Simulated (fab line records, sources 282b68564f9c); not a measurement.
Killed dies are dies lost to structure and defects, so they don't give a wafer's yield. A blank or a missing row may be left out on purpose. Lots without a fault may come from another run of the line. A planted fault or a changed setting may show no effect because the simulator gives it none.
Which tool did it? | flow rit_cmos | 14 lots, 42 wafers sampled, at 2 steps of a route of 202

WHAT THE GAUGES READ, wafer by wafer
RIT_SPACER_THK_MEAS_04. Usual: SPACER_NITRIDE_THK 251.7 nm, standard deviation 2.5.
lot  | measured    | on            | SPACER_NITRIDE_THK (nm) | flag
L590 | day 3 04:05 | film_metro-02 | 254.2 250.1 251.4       |
L591 | day 3 14:40 | film_metro-04 | 250.6 248.7 250.8       |
L593 | day 3 23:25 | film_metro-01 | 250.3 251.9 252.4       |
L594 | day 4 01:35 | film_metro-04 | 250.9 250.5 248.9       |
L595 | day 4 06:06 | film_metro-02 | 248.1 251.4 248.9       |
L596 | day 4 15:25 | film_metro-01 | 257.2 256.2 256.9       |
L597 | day 4 20:22 | film_metro-02 | 255.1 252.0 252.4       |
L598 | day 5 01:19 | film_metro-04 | 255.3 253.3 253.9       |
L599 | day 5 07:00 | film_metro-02 | 251.8 252.8 252.2       |
L603 | day 5 23:29 | film_metro-04 | 256.1 254.2 253.1       |
L606 | day 6 13:50 | film_metro-02 | 284.0 280.9 283.0       | OFF
L607 | day 6 20:32 | film_metro-02 | 279.5 278.8 280.6       | OFF
L608 | day 7 01:05 | film_metro-01 | 247.9 250.8 251.3       |
L610 | day 7 13:32 | film_metro-04 | 250.9 251.0 251.6       |

WHICH TOOL RAN EACH LOT (tool, then ch and the chambers of the sampled wafers, then the start)
lot  | RIT_SPACER_CVD_03
L590 | lpcvd-01 ch 0, day 3 02:10
L591 | lpcvd-01 ch 1, day 3 12:46
L593 | lpcvd-01 ch 1, day 3 21:28
L594 | lpcvd-02 ch 1, day 3 23:40
L595 | lpcvd-01 ch 1, day 4 04:10
L596 | lpcvd-01 ch 0, day 4 13:29
L597 | lpcvd-01 ch 1, day 4 18:26
L598 | lpcvd-01 ch 1, day 4 23:23
L599 | lpcvd-01 ch 0, day 5 05:03
L603 | lpcvd-02 ch 1, day 5 21:34
L606 | lpcvd-01 ch 1, day 6 11:55
L607 | lpcvd-01 ch 1, day 6 18:37
L608 | lpcvd-02 ch 1, day 6 23:10
L610 | lpcvd-02 ch 0, day 7 11:37
- RIT_SPACER_CVD_03: deposits Si3N4 from SiH2Cl2/NH3, target thk 250 nm, time 3300 s.

WHAT THE TOOLS THEMSELVES READ (means of the sampled wafers that have a number; where no wafer has one, the mark that the record gives instead)
RIT_SPACER_CVD_03. Usual: nh3_flow_sccm 149.9 sccm, standard deviation 0.45; pressure_mtorr 299.8 mTorr, standard deviation 0.61.
lot  | tool     | nh3_flow_sccm (sccm) | pressure_mtorr (mTorr) | flag
L590 | lpcvd-01 | 149.6                | 299.4                  |
L591 | lpcvd-01 | 149.9                | 299.5                  |
L593 | lpcvd-01 | 150.3                | 299.8                  |
L594 | lpcvd-02 | 150.7                | 299.4                  |
L595 | lpcvd-01 | 149.4                | 299.8                  |
L596 | lpcvd-01 | 149.7                | 299.7                  |
L597 | lpcvd-01 | 150.3                | 299.9                  |
L598 | lpcvd-01 | 149.4                | 299.7                  |
L599 | lpcvd-01 | 149.7                | 299.4                  |
L603 | lpcvd-02 | 149.8                | 299.4                  |
L606 | lpcvd-01 | 149.4                | 300.0                  |
L607 | lpcvd-01 | 149.6                | 300.1                  |
L608 | lpcvd-02 | 149.8                | 300.0                  |
L610 | lpcvd-02 | 149.9                | 300.2                  |

THE ANSWER, worked out from the rows above alone
Rule: a lot is off if the mean of its wafers that have a number lies more than 3 standard deviations from the usual mean. A lot without any number at a reading at which 4 lots or more have one is off too. The other lots that the step has rows for count as sound. The gauges are gone through in route order, then the tools' own readings, and for those a lot's mean is taken as printed above. The first step at which some lot is off is used, and at that step the reading that is off furthest; a lot without a number counts as furthest.
Off: L606, L607, at RIT_SPACER_THK_MEAS_04 (SPACER_NITRIDE_THK).
A tool fits if, at a process step before that reading, it ran every lot that is off, and no sound lot after the first of them. The gauges at RIT_SPACER_THK_MEAS_04 are tried like those tools. Can't be told from this: 2 tools fit, lpcvd-01 at RIT_SPACER_CVD_03, film_metro-02 at RIT_SPACER_THK_MEAS_04.

WHAT THE SIMULATOR HAD PUT IN
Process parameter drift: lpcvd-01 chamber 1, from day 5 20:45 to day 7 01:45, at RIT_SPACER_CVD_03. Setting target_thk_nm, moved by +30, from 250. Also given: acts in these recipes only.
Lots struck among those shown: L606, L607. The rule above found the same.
